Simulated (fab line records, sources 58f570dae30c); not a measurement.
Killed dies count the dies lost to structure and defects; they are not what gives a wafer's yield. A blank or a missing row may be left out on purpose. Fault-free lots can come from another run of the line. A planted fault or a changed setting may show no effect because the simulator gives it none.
Which tool is to blame?    flow berkeley_cmos170    15 lots with 45 wafers sampled at 6 steps, on a route of 331 steps

WHAT THE GAUGES SHOWED, per wafer
UCB170_SACOX_THK_MEAS_02. Usual: for SACOX_OXIDE_THK the level is 14.47 nm and the standard deviation is 0.22.
lot   measured      on             SACOX_OXIDE_THK (nm)  flag
L766  day 5 23:04   film_metro-04  14.32 13.97 14.19     
L768  day 6 13:58   film_metro-03  14.54 14.52 14.32     
L767  day 6 13:58   film_metro-02  14.07 14.35 14.17     
L770  day 7 00:49   film_metro-04  14.36 14.23 14.28     
L772  day 7 09:44   film_metro-04  14.50 14.27 14.40     
L771  day 7 09:47   film_metro-04  14.59 14.71 14.58     
L775  day 7 18:23   film_metro-04  14.47 14.48 14.47     
L776  day 8 07:34   film_metro-03  14.33 14.37 14.59     
L778  day 8 07:34   film_metro-04  14.55 14.48 14.38     
L780  day 8 17:53   film_metro-02  14.61 14.46 14.52     
L779  day 8 17:54   film_metro-03  14.58 14.32 14.62     
L783  day 9 15:23   film_metro-04  14.36 14.15 14.50     
L782  day 9 15:23   film_metro-02  14.35 14.50 14.58     
L781  day 9 15:24   film_metro-03  14.83 14.79 15.06     
L785  day 10 00:28  film_metro-02  14.61 14.91 14.48     

UCB170_NLDD_OVL_MEAS_07. Usual: for NLDD_OVL the level is 0 nm and the standard deviation is 4.9.
lot   measured      on          NLDD_OVL (nm)  flag
L766  day 7 11:35   overlay-02  2 2 -2         
L768  day 7 22:35   overlay-01  -2 -1 -6       
L767  day 7 23:35   overlay-02  1 -1 -4        
L770  day 8 14:58   overlay-02  -10 -2 -7      
L772  day 8 19:23   overlay-02  -10 -5 -10     
L771  day 8 19:56   overlay-02  -3 -9 -5       
L775  day 9 11:50   overlay-02  8 -4 9         
L776  day 9 19:58   overlay-01  -6 -6 -9       
L778  day 9 19:31   overlay-01  -4 -5 -3       
L780  day 10 09:02  overlay-02  -1 0 2         
L779  day 10 09:20  overlay-02  4 -1 -2        
L783  day 11 07:19  overlay-02  -2 1 -6        
L782  day 11 06:07  overlay-02  2 -2 1         
L781  day 11 08:31  overlay-02  5 -1 -1        
L785  day 11 08:17  overlay-01  0 -8 0         

UCB170_NSD_TW_MEAS_10. Usual: for NSD_TW the level is 4179 and the standard deviation is 30.
lot   measured      on             NSD_TW          flag
L766  day 7 20:17   film_metro-01  4149 4153 4124  
L768  day 8 11:51   film_metro-01  4190 4200 4187  
L767  day 8 12:17   film_metro-01  4182 4162 4197  
L770  day 9 04:45   film_metro-02  4192 4196 4185  
L772  day 9 05:38   film_metro-02  4173 4189 4148  
L771  day 9 05:25   film_metro-01  4157 4187 4166  
L775  day 9 22:14   film_metro-03  4219 4233 4219  
L776  day 10 07:59  film_metro-01  4148 4160 4164  
L778  day 10 07:37  film_metro-03  4240 4233 4229  
L780  day 10 22:03  film_metro-02  4165 4158 4158  
L779  day 10 22:19  film_metro-02  30 30 30        OFF
L783  day 11 17:01  film_metro-01  30 30 30        OFF
L782  day 11 17:52  film_metro-02  4147 4164 4152  
L781  day 11 18:07  film_metro-01  4160 4119 4156  
L785  day 11 17:19  film_metro-02  30 30 30        OFF

WHICH TOOL RAN EACH LOT (tool, then ch and the chambers of the sampled wafers, then the start)
lot   UCB170_NVT_STRIP_08                   UCB170_PSD_STRIP_09                   UCB170_NSD_STRIP_09
L766  plasma_asher-01 ch 0,1, day 6 12:08   plasma_asher-04 ch 0,1, day 7 17:53   plasma_asher-02 ch 0,1, day 7 20:10
L768  plasma_asher-02 ch 0,1, day 7 03:27   plasma_asher-04 ch 0,1, day 8 07:25   plasma_asher-04 ch 0,1, day 8 11:45
L767  plasma_asher-03 ch 0,1, day 7 03:13   plasma_asher-02 ch 0,1, day 8 07:39   plasma_asher-03 ch 0,1, day 8 12:10
L770  plasma_asher-01 ch 0,1, day 7 12:37   plasma_asher-01 ch 1, day 9 02:39     plasma_asher-04 ch 0,1, day 9 04:38
L772  plasma_asher-03 ch 0,1, day 7 21:49   plasma_asher-02 ch 0,1, day 9 03:29   plasma_asher-02 ch 1, day 9 05:32
L771  plasma_asher-02 ch 0,1, day 7 21:38   plasma_asher-04 ch 0,1, day 9 03:07   plasma_asher-03 ch 0,1, day 9 05:19
L775  plasma_asher-01 ch 0,1, day 8 08:16   plasma_asher-04 ch 0,1, day 9 20:18   plasma_asher-03 ch 0,1, day 9 22:08
L776  plasma_asher-03 ch 0,1, day 8 23:13   plasma_asher-01 ch 0,1, day 10 04:55  plasma_asher-03 ch 0,1, day 10 07:53
L778  plasma_asher-01 ch 0,1, day 8 23:43   plasma_asher-01 ch 0,1, day 10 04:33  plasma_asher-04 ch 0,1, day 10 07:30
L780  plasma_asher-01 ch 0,1, day 9 09:49   plasma_asher-04 ch 0,1, day 10 16:34  plasma_asher-02 ch 0,1, day 10 21:57
L779  plasma_asher-03 ch 0,1, day 9 09:57   plasma_asher-02 ch 0,1, day 10 16:40  plasma_asher-02 ch 0,1, day 10 22:14
L783  plasma_asher-03 ch 0, day 10 08:25    plasma_asher-04 ch 0, day 11 15:01    plasma_asher-04 ch 0, day 11 16:55
L782  plasma_asher-02 ch 0,1, day 10 08:09  plasma_asher-04 ch 0,1, day 11 15:43  plasma_asher-04 ch 0,1, day 11 17:45
L781  plasma_asher-01 ch 0,1, day 10 08:25  plasma_asher-01 ch 0,1, day 11 15:53  plasma_asher-03 ch 0,1, day 11 18:01
L785  plasma_asher-01 ch 0,1, day 10 13:44  plasma_asher-01 ch 0,1, day 11 15:22  plasma_asher-03 ch 0,1, day 11 17:13
- UCB170_NVT_STRIP_08: strips in O2.
- UCB170_PSD_STRIP_09: strips in O2.
- UCB170_NSD_STRIP_09: strips in O2.

WHAT THE TOOLS THEMSELVES READ (means of the sampled wafers that have a number; where no wafer has one, the mark that the record gives instead)
UCB170_NVT_STRIP_08. Usual: chamber_pressure_mTorr 3501 mTorr, standard deviation 3.1; drypump_motor_current_A 5.5 A, standard deviation 0.44; o2_flow_sccm 399.8 sccm, standard deviation 1; oes_product_au 0.735 a.u., standard deviation 0.0044; strip_time_to_endpoint_s 21.64 s, standard deviation 0.056.
lot   tool             chamber_pressure_mTorr (mTorr)  drypump_motor_current_A (A)  o2_flow_sccm (sccm)  oes_product_au (a.u.)  strip_time_to_endpoint_s (s)  flag
L766  plasma_asher-01  3501                            6.0                          400.0                0.735                  21.74                         
L768  plasma_asher-02  3500                            5.3                          400.8                0.729                  21.61                         
L767  plasma_asher-03  3499                            5.3                          399.6                0.739                  21.61                         
L770  plasma_asher-01  3502                            6.0                          400.4                0.733                  21.67                         
L772  plasma_asher-03  3502                            5.3                          399.6                0.733                  21.69                         
L771  plasma_asher-02  3499                            5.4                          399.4                0.733                  21.67                         
L775  plasma_asher-01  3500                            6.0                          399.5                0.734                  21.73                         
L776  plasma_asher-03  3497                            5.3                          399.2                0.736                  21.65                         
L778  plasma_asher-01  3501                            6.0                          399.5                0.734                  21.64                         
L780  plasma_asher-01  3501                            6.0                          398.7                0.729                  21.64                         
L779  plasma_asher-03  3500                            5.1                          400.7                0.733                  21.65                         
L783  plasma_asher-03  3501                            4.8                          399.5                0.734                  21.64                         
L782  plasma_asher-02  3502                            5.4                          399.7                0.734                  21.64                         
L781  plasma_asher-01  3498                            6.0                          399.5                0.736                  21.65                         
L785  plasma_asher-01  3501                            6.0                          400.3                0.735                  21.73                         

UCB170_PSD_STRIP_09. Usual: chamber_pressure_mTorr 3500 mTorr, standard deviation 3.2; drypump_motor_current_A 5.7 A, standard deviation 0.3; o2_flow_sccm 399.8 sccm, standard deviation 1.2; oes_product_au 0.599 a.u., standard deviation 0.0043; strip_time_to_endpoint_s 29.41 s, standard deviation 0.09.
lot   tool             chamber_pressure_mTorr (mTorr)  drypump_motor_current_A (A)  o2_flow_sccm (sccm)  oes_product_au (a.u.)  strip_time_to_endpoint_s (s)  flag
L766  plasma_asher-04  3499                            5.7                          400.1                0.600                  29.20                         
L768  plasma_asher-04  3502                            5.9                          400.9                0.594                  29.32                         
L767  plasma_asher-02  3503                            5.4                          400.0                0.594                  29.31                         
L770  plasma_asher-01  3497                            6.0                          399.3                0.601                  29.42                         
L772  plasma_asher-02  3498                            5.3                          400.5                0.602                  29.39                         
L771  plasma_asher-04  3502                            5.7                          398.7                0.604                  29.23                         
L775  plasma_asher-04  3499                            5.7                          398.3                0.604                  29.50                         
L776  plasma_asher-01  3499                            6.0                          400.1                0.599                  29.34                         
L778  plasma_asher-01  3501                            6.0                          398.9                0.599                  29.45                         
L780  plasma_asher-04  3502                            5.7                          399.5                0.599                  29.43                         
L779  plasma_asher-02  -                               -                            -                    -                      -                             OFF
L783  plasma_asher-04  -                               -                            -                    -                      -                             OFF
L782  plasma_asher-04  3500                            5.9                          399.3                0.596                  29.60                         
L781  plasma_asher-01  3500                            6.0                          400.2                0.602                  29.46                         
L785  plasma_asher-01  -                               -                            -                    -                      -                             OFF

UCB170_NSD_STRIP_09. Usual: chamber_pressure_mTorr 3500 mTorr, standard deviation 3.2; drypump_motor_current_A 5.4 A, standard deviation 0.37; o2_flow_sccm 400.0 sccm, standard deviation 1.2; oes_product_au 0.533 a.u., standard deviation 0.0041; strip_time_to_endpoint_s 35.85 s, standard deviation 0.063.
lot   tool             chamber_pressure_mTorr (mTorr)  drypump_motor_current_A (A)  o2_flow_sccm (sccm)  oes_product_au (a.u.)  strip_time_to_endpoint_s (s)  flag
L766  plasma_asher-02  3498                            5.4                          399.2                0.532                  35.90                         
L768  plasma_asher-04  3502                            5.9                          400.4                0.534                  35.85                         
L767  plasma_asher-03  3500                            5.3                          401.2                0.530                  35.84                         
L770  plasma_asher-04  3498                            5.8                          399.1                0.530                  35.86                         
L772  plasma_asher-02  3500                            5.1                          400.1                0.533                  35.78                         
L771  plasma_asher-03  3501                            5.4                          400.4                0.531                  35.83                         
L775  plasma_asher-03  3500                            5.3                          400.0                0.534                  35.84                         
L776  plasma_asher-03  3501                            5.3                          399.8                0.535                  35.89                         
L778  plasma_asher-04  3499                            5.9                          400.8                0.532                  35.86                         
L780  plasma_asher-02  3500                            5.4                          399.3                0.533                  35.94                         
L779  plasma_asher-02  3500                            5.3                          399.3                0.622                  62.01                         OFF
L783  plasma_asher-04  3498                            5.6                          399.3                0.619                  62.24                         OFF
L782  plasma_asher-04  3499                            5.7                          400.4                0.533                  35.89                         
L781  plasma_asher-03  3500                            5.3                          398.9                0.530                  35.96                         
L785  plasma_asher-03  3498                            5.4                          399.7                0.616                  62.01                         OFF

THE ANSWER, worked out from the rows above alone
Rule: a lot is off if the mean of its wafers that have a number lies more than 3 standard deviations from the usual mean. Also off: a lot with no number at a reading for which 4 or more lots have one. All remaining lots with rows at the step are treated as sound. Order of review: gauges by route order, followed by the tools' own readings, for which a lot's mean as printed above is used. At the first step where some lot is off, the reading lying furthest off is the one used; lots without a number count as furthest.
Off: L779, L783, L785, seen at UCB170_NSD_TW_MEAS_10 (NSD_TW).
If a tool, at a process step before that reading, ran all the lots that are off and no sound lot after the first of them, it fits. Not tried: the gauges at UCB170_NSD_TW_MEAS_10; whatever is off there is also off at UCB170_PSD_STRIP_09, on other tools, and gauge error can't account for it. No candidate that was tried fits.

WHAT THE SIMULATOR HAD INSERTED
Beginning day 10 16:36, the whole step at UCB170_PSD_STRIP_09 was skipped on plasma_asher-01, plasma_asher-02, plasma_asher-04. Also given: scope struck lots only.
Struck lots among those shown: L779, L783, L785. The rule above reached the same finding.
